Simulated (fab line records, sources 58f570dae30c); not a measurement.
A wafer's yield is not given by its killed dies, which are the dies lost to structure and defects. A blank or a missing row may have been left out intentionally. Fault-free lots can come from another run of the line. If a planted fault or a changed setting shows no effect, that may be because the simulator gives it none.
2 desks, one fault + flow berkeley-cmos170 + each desk has only its own numbers; what lay behind them comes last

## THE METROLOGY DESK
Lot by lot, what the gauges showed, no matter which tool ran the lot: averages of those sampled wafers that carry a number. Any lot whose mean is over 4 standard deviations away from the usual mean is out of limits and marked OUT; that distance is given in the brackets.
Columns: A = NLDD_OVL at UCB170_NLDD_OVL_MEAS_07, usual 3 nm; B = cd-nm at UCB170_NSD_CD_MEAS_06, usual 1199.8 nm; C = NSD_OVL at UCB170_NSD_OVL_MEAS_07, usual 0 nm; D = NSD_TW at UCB170_NSD_TW_MEAS_10, usual 4226; E = NSD_RS at UCB170_SDANNEAL_RS_MEAS_03, usual 37.29 ohm/sq
| lot  | first seen here | A  | B      | C  | D               | E               |
|------|-----------------|----|--------|----|-----------------|-----------------|
| L481 | day 7 01:50     | 4  | 1200.9 | 5  | 4260            | 37.34           |
| L484 | day 7 16:13     | -1 | 1201.4 | 2  | 4258            | 37.35           |
| L482 | day 7 16:34     | 7  | 1197.1 | -2 | 4215            | 37.27           |
| L486 | day 7 17:02     | 1  | 1200.6 | 8  | 4271            | 37.26           |
| L483 | day 7 17:14     | 7  | 1199.4 | -1 | 4239            | 37.40           |
| L485 | day 7 17:23     | 8  | 1200.1 | -2 | 4200            | 37.39           |
| L487 | day 8 17:04     | -2 | 1201.2 | -3 | 4241            | 37.21           |
| L493 | day 9 03:55     | 8  | 1202.1 | 4  | 4217            | 37.43           |
| L491 | day 9 04:34     | 2  | 1199.8 | -0 | 4464 (+7.9) OUT | 35.26 (-23) OUT |
| L494 | day 9 05:07     | 8  | 1202.2 | 1  | 4449 (+7.4) OUT | 35.18 (-24) OUT |
| L496 | day 10 00:50    | 3  | 1198.9 | -2 | 4398 (+5.7) OUT | 35.17 (-24) OUT |
| L497 | day 10 10:44    | 2  | 1198.4 | -4 | 4178            | 37.28           |
| L498 | day 10 11:26    | 5  | 1199.5 | 5  | 4210            | 37.28           |
| L499 | day 10 18:11    | 7  | 1200.6 | -2 | 4238            | 37.27           |
| L503 | day 11 19:29    | 3  | 1197.6 | -7 | 4259            | 37.24           |
This desk reports L491, L494, L496 out of limits; the earliest was L491 at day 9 15:50 (NSD_TW at UCB170_NSD_TW_MEAS_10). Within limits: L481, L484, L482, L486, L483, L485, L487, L493, L497, L498, L499, L503.

## TOOL OWNER'S DESK, implanter-02
For each lot that ran on this tool, the mean over its sampled wafers that have a number, from the tool's own readings at UCB170_NSD_IMPLANT_08. Any lot whose mean is over 4 standard deviations away from the usual mean is out of limits and marked OUT; that distance is given in the brackets.
Columns: A = beam-energy-keV at UCB170_NSD_IMPLANT_08, usual 40.001; B = end-station-pressure-torr at UCB170_NSD_IMPLANT_08, usual 1.26e-05 Torr; C = tilt-deg at UCB170_NSD_IMPLANT_08, usual 6.998 degrees
| lot  | first seen here | A                        | B        | C     |
|------|-----------------|--------------------------|----------|-------|
| L486 | day 8 06:52     | 39.988                   | 1.26e-05 | 6.979 |
| L483 | day 8 07:17     | 40.005                   | 1.31e-05 | 7.005 |
| L491 | day 9 15:35     | 48.797 (+99 or more) OUT | 1.35e-05 | 7.017 |
| L494 | day 9 15:46     | 48.782 (+99 or more) OUT | 1.22e-05 | 6.992 |
| L496 | day 10 12:24    | 48.800 (+99 or more) OUT | 1.21e-05 | 6.987 |
This desk's verdict: out of limits on L491, L494, L496, starting with L491 at day 9 15:35 (beam-energy-keV at UCB170_NSD_IMPLANT_08). Within limits: L486, L483.

## TAKEN TOGETHER
The tool owner's desk could have raised an alarm at day 9 15:35, on L491, L494, L496.
The metrology desk could have raised an alarm at day 9 15:50, on L491, L494, L496.
The lots listed all ran UCB170_NSD_IMPLANT_08 on implanter-02.

## WHAT WAS PUT IN BY THE SIMULATOR
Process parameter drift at UCB170_NSD_IMPLANT_08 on implanter-02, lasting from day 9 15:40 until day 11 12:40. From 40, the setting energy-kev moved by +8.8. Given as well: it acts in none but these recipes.
Shown lots that were struck: L491, L494, L496.
